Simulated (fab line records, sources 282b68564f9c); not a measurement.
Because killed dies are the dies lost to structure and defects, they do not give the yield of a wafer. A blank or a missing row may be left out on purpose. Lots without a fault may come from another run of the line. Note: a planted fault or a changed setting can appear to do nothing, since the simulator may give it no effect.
Which of the tools did it? | flow rit-cmos | 42 wafers from 14 lots sampled at 5 of the route's 202 steps

== WHAT THE GAUGES SHOWED, per wafer ==
RIT_PRETRO_OVL_MEAS_06.
lot  | measured    | on         | PRETRO_OVL (nm)
L487 | day 2 08:47 | overlay-02 | -0.1 -1.8 -3.6
L488 | day 2 13:20 | overlay-02 | 1.2 -0.5 -1.7
L490 | day 2 23:41 | overlay-02 | 1.5 -1.0 -1.4
L491 | day 3 04:29 | overlay-01 | -1.8 -2.8 -1.5
L493 | day 3 14:18 | overlay-01 | 1.1 -3.0 -1.7
L494 | day 3 18:46 | overlay-01 | -3.1 -1.7 -2.4
L496 | day 4 08:49 | overlay-02 | 2.8 0.2 0.5
L498 | day 4 14:32 | overlay-02 | -0.4 1.8 1.0
L499 | day 4 20:10 | overlay-01 | -2.1 -2.0 -1.8
L500 | day 5 01:14 | overlay-01 | -1.1 -1.1 -2.0
L501 | day 5 06:17 | overlay-02 | 2.0 0.5 0.7
L504 | day 5 21:37 | overlay-02 | -1.6 -1.4 1.3
L506 | day 6 07:52 | overlay-01 | -2.7 -0.9 -2.8
L510 | day 7 04:20 | overlay-02 | 2.0 0.5 0.0

RIT_PSD_OVL_MEAS_06.
lot  | measured    | on         | PSD_OVL (nm)
L487 | day 3 04:49 | overlay-02 | -2.1 -2.9 -2.0
L488 | day 3 07:18 | overlay-01 | -2.9 -3.0 -5.2
L490 | day 3 19:40 | overlay-02 | -1.8 -2.0 0.4
L491 | day 3 23:24 | overlay-02 | -3.1 -6.4 -2.5
L493 | day 4 07:48 | overlay-01 | -3.5 -2.6 -2.3
L494 | day 4 11:50 | overlay-01 | -2.5 -1.5 0.0
L496 | day 5 04:29 | overlay-01 | -2.7 -2.1 -2.3
L498 | day 5 09:33 | overlay-02 | 1.4 1.0 -0.2
L499 | day 5 17:08 | overlay-02 | 1.5 1.3 0.4
L500 | day 5 21:11 | overlay-01 | -1.1 -2.0 -3.1
L501 | day 6 03:30 | overlay-02 | -2.0 -0.8 -1.6
L504 | day 6 15:31 | overlay-01 | 128.7 128.2 128.0
L506 | day 7 01:58 | overlay-02 | 0.4 -0.5 1.7
L510 | day 8 01:43 | overlay-02 | 127.9 126.4 129.5

== WHAT TOOL EACH LOT RAN ON (gives the tool, then ch and the chambers of the sampled wafers, and finally the start) ==
lot  | RIT_ACTIVE_STRIP_14                 | RIT_PLDD_STRIP_09                   | RIT_PSD_EXPOSE_03
L487 | plasma-asher-04 ch 0,1, day 1 15:42 | plasma-asher-03 ch 0,1, day 2 23:31 | iline-stepper-02 ch 0, day 3 04:25
L488 | plasma-asher-04 ch 0,1, day 1 20:01 | plasma-asher-01 ch 1, day 3 01:57   | iline-stepper-02 ch 0, day 3 06:54
L490 | plasma-asher-02 ch 0,1, day 2 05:58 | plasma-asher-03 ch 0,1, day 3 12:29 | iline-stepper-02 ch 0, day 3 19:16
L491 | plasma-asher-04 ch 0,1, day 2 10:50 | plasma-asher-03 ch 0,1, day 3 18:07 | iline-stepper-02 ch 0, day 3 22:56
L493 | plasma-asher-04 ch 0,1, day 2 21:03 | plasma-asher-01 ch 0,1, day 4 02:35 | iline-stepper-02 ch 0, day 4 07:24
L494 | plasma-asher-02 ch 0,1, day 3 02:46 | plasma-asher-01 ch 0,1, day 4 06:41 | iline-stepper-02 ch 0, day 4 11:26
L496 | plasma-asher-02 ch 0,1, day 3 12:46 | plasma-asher-04 ch 0,1, day 4 22:07 | iline-stepper-01 ch 0, day 5 04:05
L498 | plasma-asher-01 ch 1, day 3 22:23   | plasma-asher-03 ch 0,1, day 5 03:28 | iline-stepper-01 ch 0, day 5 09:10
L499 | plasma-asher-04 ch 0,1, day 4 03:10 | plasma-asher-01 ch 0,1, day 5 12:00 | iline-stepper-01 ch 0, day 5 16:44
L500 | plasma-asher-04 ch 0,1, day 4 08:23 | plasma-asher-01 ch 0,1, day 5 14:52 | iline-stepper-02 ch 0, day 5 20:48
L501 | plasma-asher-02 ch 0,1, day 4 13:08 | plasma-asher-04 ch 0,1, day 5 22:31 | iline-stepper-02 ch 0, day 6 03:08
L504 | plasma-asher-02 ch 0,1, day 5 04:25 | plasma-asher-03 ch 0,1, day 6 10:22 | iline-stepper-02 ch 0, day 6 15:07
L506 | plasma-asher-01 ch 0,1, day 5 14:06 | plasma-asher-01 ch 0,1, day 6 20:26 | iline-stepper-01 ch 0, day 7 01:37
L510 | plasma-asher-01 ch 0,1, day 6 10:08 | plasma-asher-04 ch 0, day 7 20:20   | iline-stepper-02 ch 0, day 8 01:18
- RIT_ACTIVE_STRIP_14: strips in O2, time 180 s.
- RIT_PLDD_STRIP_09: strips in O2, time 180 s.
- RIT_PSD_EXPOSE_03: exposes mask M10, target cd 40900 nm.

== WHAT THE TOOLS THEMSELVES READ (means of the sampled wafers that have a number; where no wafer has one, the mark that the record gives instead) ==
RIT_ACTIVE_STRIP_14.
lot  | tool            | drypump-motor-current-A (A)
L487 | plasma-asher-04 | 5.8
L488 | plasma-asher-04 | 5.8
L490 | plasma-asher-02 | 5.9
L491 | plasma-asher-04 | 5.8
L493 | plasma-asher-04 | 5.5
L494 | plasma-asher-02 | 5.6
L496 | plasma-asher-02 | 5.6
L498 | plasma-asher-01 | 5.1
L499 | plasma-asher-04 | 5.5
L500 | plasma-asher-04 | 5.8
L501 | plasma-asher-02 | 5.9
L504 | plasma-asher-02 | 5.9
L506 | plasma-asher-01 | 5.4
L510 | plasma-asher-01 | 5.4

RIT_PLDD_STRIP_09.
lot  | tool            | drypump-motor-current-A (A)
L487 | plasma-asher-03 | 5.3
L488 | plasma-asher-01 | 5.1
L490 | plasma-asher-03 | 5.3
L491 | plasma-asher-03 | 5.2
L493 | plasma-asher-01 | 5.8
L494 | plasma-asher-01 | 5.8
L496 | plasma-asher-04 | 5.5
L498 | plasma-asher-03 | 5.3
L499 | plasma-asher-01 | 5.4
L500 | plasma-asher-01 | 5.4
L501 | plasma-asher-04 | 5.8
L504 | plasma-asher-03 | 5.3
L506 | plasma-asher-01 | 5.8
L510 | plasma-asher-04 | 5.3

RIT_PSD_EXPOSE_03.
lot  | tool             | exposure-dose-mJ-cm2
L487 | iline-stepper-02 | 250.27
L488 | iline-stepper-02 | 249.99
L490 | iline-stepper-02 | 250.07
L491 | iline-stepper-02 | 249.76
L493 | iline-stepper-02 | 250.14
L494 | iline-stepper-02 | 249.78
L496 | iline-stepper-01 | 249.82
L498 | iline-stepper-01 | 249.59
L499 | iline-stepper-01 | 250.15
L500 | iline-stepper-02 | 250.01
L501 | iline-stepper-02 | 250.10
L504 | iline-stepper-02 | 249.82
L506 | iline-stepper-01 | 250.04
L510 | iline-stepper-02 | 250.09

== THE ANSWER, worked out from the rows above alone ==
Rule: the usual values come from the lots themselves. Put in order of their means at a reading, lots are off if they are a third of the lots or fewer, leave a main group of 4 or more, and stand apart from it by a gap of 3 or more times the standard deviation of the main group's means; of several such gaps the widest counts. A main group is skipped when, at the precision printed for the reading in the tables above, its means are all equal. A lot without any number at a reading at which 4 lots or more have one is off too. All remaining lots with rows at the step are treated as sound. The gauges are gone through in route order, then the tools' own readings, and for those a lot's mean is taken as printed above. The first step at which some lot is off is used, and at that step the reading that is off furthest; a lot without a number counts as furthest.
Off: at RIT_PSD_OVL_MEAS_06 (PSD_OVL), L504, L510. Mean -1.6 nm and standard deviation 1.6 in the main group.
If a tool, at a process step before that reading, ran all the lots that are off and no sound lot after the first of them, it fits. Those tools and the gauges at RIT_PSD_OVL_MEAS_06 are tried in the same way. One fits: iline-stepper-02 at RIT_PSD_EXPOSE_03. A fault onset in the window from L501 (day 6 03:08, its last sound lot) to L504 (day 6 15:07, its first lot off) fits.

== WHAT HAD BEEN PUT IN BY THE SIMULATOR ==
Scanner matching overlay: iline-stepper-02, from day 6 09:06 on, at RIT_PSD_EXPOSE_03. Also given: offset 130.
Struck lots among those shown: L504, L510. The rule given above showed the same thing.
